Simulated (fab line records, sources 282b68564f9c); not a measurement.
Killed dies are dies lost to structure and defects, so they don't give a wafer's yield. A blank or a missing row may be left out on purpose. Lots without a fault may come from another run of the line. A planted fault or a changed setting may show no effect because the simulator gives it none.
fab line records | flow rit_cmos
record lots=14 wafers=42 last_day=7
route steps=202 shown PLDD@122
lots that met no fault: from a run of the same line without faults
start_h: hours from the record's first day to the start of the lot's first wafer shown | wait_h: hours since the lot's step before | " the same as in the row above | L1.1+2: a row that stands for several wafers | - no value, or no start given | * or withheld: withheld | < > ~ a bound
route shown NAME@n: a module of which the file shows steps, and the number in the route of the first | usual: mean/standard deviation of fault-free wafers | same: alike in all rows | chamber/n: place in a boat | sites: the reading at each site | _std_site: their standard deviation | _edge_site: outer sites' mean less inner sites' | radius_mm: how far each site lies from the wafer's centre | mask NAME#n: copy n | behind: the tool/chamber that last shaped the wafer | hold: why the lot was held/for how many hours/how that ended | device: the transistor (n, p or np) that didn't switch | end of line: the same wafers' tests at the end of the route | a step without rows: its recipe alone | killed: dies lost to structure and defects at the first sort, not the wafer's yield | map: a wafer's dies, x killed, . not, _ none there
set.NAME: the setting as run; set.NAME@STEP: as run at that earlier step | model.NAME: the simulator's own value behind a step, which no gauge read
steps of the route over a sample of lots; a table a step, a row a wafer
services: from which hour (start_h, from the record's first day; less than 0 if before it) a tool's chamber was out of use, for how many hours, and why
## steps
# step RIT_PLDD_IMPLANT_08
# recipe species=BF2 energy_kev=20 dose_cm2=9e+14 tilt_deg=7
# usual dose_ions_cm2=9.002e+14/9.2e+11 end_station_pressure_torr=7.2e-06/3.6e-07 faraday_current_uA=2820/59
# columns lot.wafer tool chamber start_h wait_h dose_ions_cm2 end_station_pressure_torr faraday_current_uA
L866.1 implanter-03 0 44.34 0.1 9.011e+14 7.6e-06 2778
L866.2 " 0 " " 9.007e+14 7.2e-06 2799
L866.3 " 0 " " 9.002e+14 7.3e-06 2823
L867.2 implanter-02 0 47.44 0.1 9e+14 7.6e-06 2848
L867.3 " 0 " " 9.007e+14 7.7e-06 2729
L867.4 " 0 " " 9.002e+14 7.2e-06 2768
L868.1 implanter-03 0 54.67 0.1 9.001e+14 7.2e-06 2873
L868.2 " 0 " " 8.985e+14 7.5e-06 2701
L868.5 " 0 " " 9.001e+14 7.2e-06 2895
L869.1 implanter-03 0 58.65 0.1 8.998e+14 7.5e-06 2807
L869.2 " 0 " " 8.996e+14 6.9e-06 2868
L869.6 " 0 " " 9.016e+14 7.3e-06 2799
L870.1 implanter-03 0 65.11 0.1 9.003e+14 7.2e-06 2811
L870.4 " 0 " " 9.01e+14 8e-06 2757
L870.5 " 0 " " 9.002e+14 6.5e-06 2879
L871.1 implanter-03 0 68.57 0.1 9.002e+14 7.8e-06 2825
L871.3 " 0 " " 8.99e+14 7.6e-06 2752
L871.4 " 0 " " 9.004e+14 6.5e-06 2774
L875.1 implanter-03 0 88.97 0.1 8.983e+14 6.8e-06 2763
L875.4 " 0 " " 8.999e+14 7.1e-06 2860
L875.5 " 0 " " 8.995e+14 7e-06 2716
L876.1 implanter-02 0 92.66 0.1 2.705e+14 5.5e-06 867
L876.3 " 0 " " 2.707e+14 5.6e-06 821
L876.5 " 0 " " 2.691e+14 5.9e-06 857
L878.1 implanter-02 0 102.53 0.1 2.699e+14 5.7e-06 841
L878.3 " 0 " " 2.7e+14 5.9e-06 825
L878.4 " 0 " " 2.706e+14 5.4e-06 847
L883.2 implanter-01 0 128.54 0.1 9e+14 7.7e-06 2829
L883.3 " 0 " " 9.006e+14 7.9e-06 2755
L883.6 " 0 " " 9.009e+14 7.6e-06 2860
L884.2 implanter-03 0 133.78 0.1 8.989e+14 6.6e-06 2855
L884.4 " 0 " " 9.003e+14 7.6e-06 2831
L884.5 " 0 " " 8.985e+14 6.7e-06 2864
L887.2 implanter-03 0 150.00 0.1 8.999e+14 7.4e-06 2768
L887.3 " 0 " " 9.006e+14 7.1e-06 2832
L887.4 " 0 " " 9.006e+14 6.5e-06 2730
L888.1 implanter-03 0 155.09 0.1 9.008e+14 6.9e-06 2710
L888.4 " 0 " " 9.014e+14 6.8e-06 2826
L888.5 " 0 " " 9.002e+14 6.9e-06 2823
L889.3 implanter-03 0 162.30 0.1 8.997e+14 7.8e-06 2820
L889.4 " 0 " " 8.997e+14 7.2e-06 2889
L889.6 " 0 " " 8.989e+14 6.8e-06 2935
# step RIT_PLDD_TW_MEAS_10
# usual PLDD_TW=2330/12
# columns lot.wafer tool chamber start_h wait_h PLDD_TW
L866.1 film_metro-04 - 44.67 0.1 2314
L866.2 " - " " 2325
L866.3 " - " " 2327
L867.2 film_metro-03 - 47.75 0.1 2336
L867.3 " - " " 2331
L867.4 " - " " 2331
L868.1 film_metro-04 - 55.00 0.1 2325
L868.2 " - " " 2336
L868.5 " - " " 2338
L869.1 film_metro-02 - 58.98 0.1 2329
L869.2 " - " " 2326
L869.6 " - " " 2315
L870.1 film_metro-03 - 65.44 0.1 2334
L870.4 " - " " 2330
L870.5 " - " " 2331
L871.1 film_metro-04 - 68.90 0.1 2343
L871.3 " - " " 2333
L871.4 " - " " 2324
L875.1 film_metro-04 - 89.29 0.1 2311
L875.4 " - " " 2329
L875.5 " - " " 2304
L876.1 film_metro-03 - 92.99 0.1 1672
L876.3 " - " " 1670
L876.5 " - " " 1667
L878.1 film_metro-04 - 102.86 0.1 1665
L878.3 " - " " 1671
L878.4 " - " " 1666
L883.2 film_metro-03 - 128.85 0.1 2325
L883.3 " - " " 2335
L883.6 " - " " 2333
L884.2 film_metro-03 - 134.09 0.1 2342
L884.4 " - " " 2348
L884.5 " - " " 2339
L887.2 film_metro-03 - 150.31 0.1 2357
L887.3 " - " " 2330
L887.4 " - " " 2338
L888.1 film_metro-04 - 155.41 0.1 2314
L888.4 " - " " 2324
L888.5 " - " " 2330
L889.3 film_metro-02 - 162.59 0.1 2321
L889.4 " - " " 2313
L889.6 " - " " 2324
# step RIT_SDANNEAL_RS_MEAS_06
# recipe thk_meas_gauge=four-point-probe
# usual PLDD_RS=178.8/0.47
# columns lot.wafer tool chamber start_h wait_h PLDD_RS[ohm/sq]
L866.1 film_metro-03 - 51.06 0.1 179.0
L866.2 " - " " 179.0
L866.3 " - " " 179.5
L867.2 film_metro-02 - 54.07 0.1 177.8
L867.3 " - " " 178.0
L867.4 " - " " 178.2
L868.1 film_metro-03 - 61.22 0.1 178.6
L868.2 " - " " 178.9
L868.5 " - " " 178.7
L869.1 film_metro-02 - 65.35 0.1 179.5
L869.2 " - " " 179.5
L869.6 " - " " 179.6
L870.1 film_metro-03 - 71.78 0.1 178.5
L870.4 " - " " 178.8
L870.5 " - " " 178.5
L871.1 film_metro-03 - 75.24 0.1 178.5
L871.3 " - " " 178.3
L871.4 " - " " 178.4
L875.1 film_metro-04 - 95.48 0.1 178.0
L875.4 " - " " 177.8
L875.5 " - " " 178.0
L876.1 film_metro-02 - 99.83 0.1 425.8
L876.3 " - " " 428.7
L876.5 " - " " 428.3
L878.1 film_metro-03 - 109.50 0.1 422.8
L878.3 " - " " 418.2
L878.4 " - " " 422.0
L883.2 film_metro-02 - 135.02 0.1 179.2
L883.3 " - " " 178.8
L883.6 " - " " 179.5
L884.2 film_metro-02 - 140.29 0.1 179.1
L884.4 " - " " 179.4
L884.5 " - " " 179.0
L887.2 film_metro-03 - 156.61 0.1 179.2
L887.3 " - " " 179.0
L887.4 " - " " 178.6
L888.1 film_metro-02 - 161.72 0.1 179.3
L888.4 " - " " 179.0
L888.5 " - " " 178.7
L889.3 film_metro-03 - 170.24 0.1 178.6
L889.4 " - " " 178.6
L889.6 " - " " 179.0
## services
# columns tool chamber start_h hours kind
implanter-02 - 31.30 2.7 repair
implanter-01 - 44.91 1.5 repair
implanter-01 - 78.50 6.1 repair
implanter-03 - 82.41 4.7 pm
implanter-01 - 97.13 8.4 repair
implanter-02 - 108.31 6.9 repair
implanter-03 - 129.79 1.3 repair
implanter-02 - 136.48 7.4 pm
## key
first_sign step=RIT_PLDD_IMPLANT_08 reading=dose_ions_cm2 direction=down sigmas=99+ usual=9.002e+14 struck=2.701e+14
effect step=RIT_PLDD_IMPLANT_08 reading=faraday_current_uA direction=down sigmas=34 usual=2820 struck=843
effect step=RIT_PLDD_TW_MEAS_10 reading=PLDD_TW direction=down sigmas=55 usual=2330 struck=1668
effect step=RIT_SDANNEAL_RS_MEAS_06 reading=PLDD_RS direction=up sigmas=99+ usual=178.8 struck=424.3
met_at RIT_PLDD_IMPLANT_08
struck_lots L876,L878
tester_left_out L876,L878
onset_between 47.44 92.66
fault kind=process_parameter_drift tool=implanter-02 chamber=- onset_h=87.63 steps=RIT_PLDD_IMPLANT_08 channel=dose_cm2 offset=-6.3e+14 shape=step end_h=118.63 acts_in=these_recipes_only stated=9e+14
# tester_left_out: of these lots the tester's yield and bins aren't shown, on N5 and GAA mostly nor the transistor test; their killed dies are dies lost to structure and defects alone, not to doping, threshold or leakage, so they don't give the yield
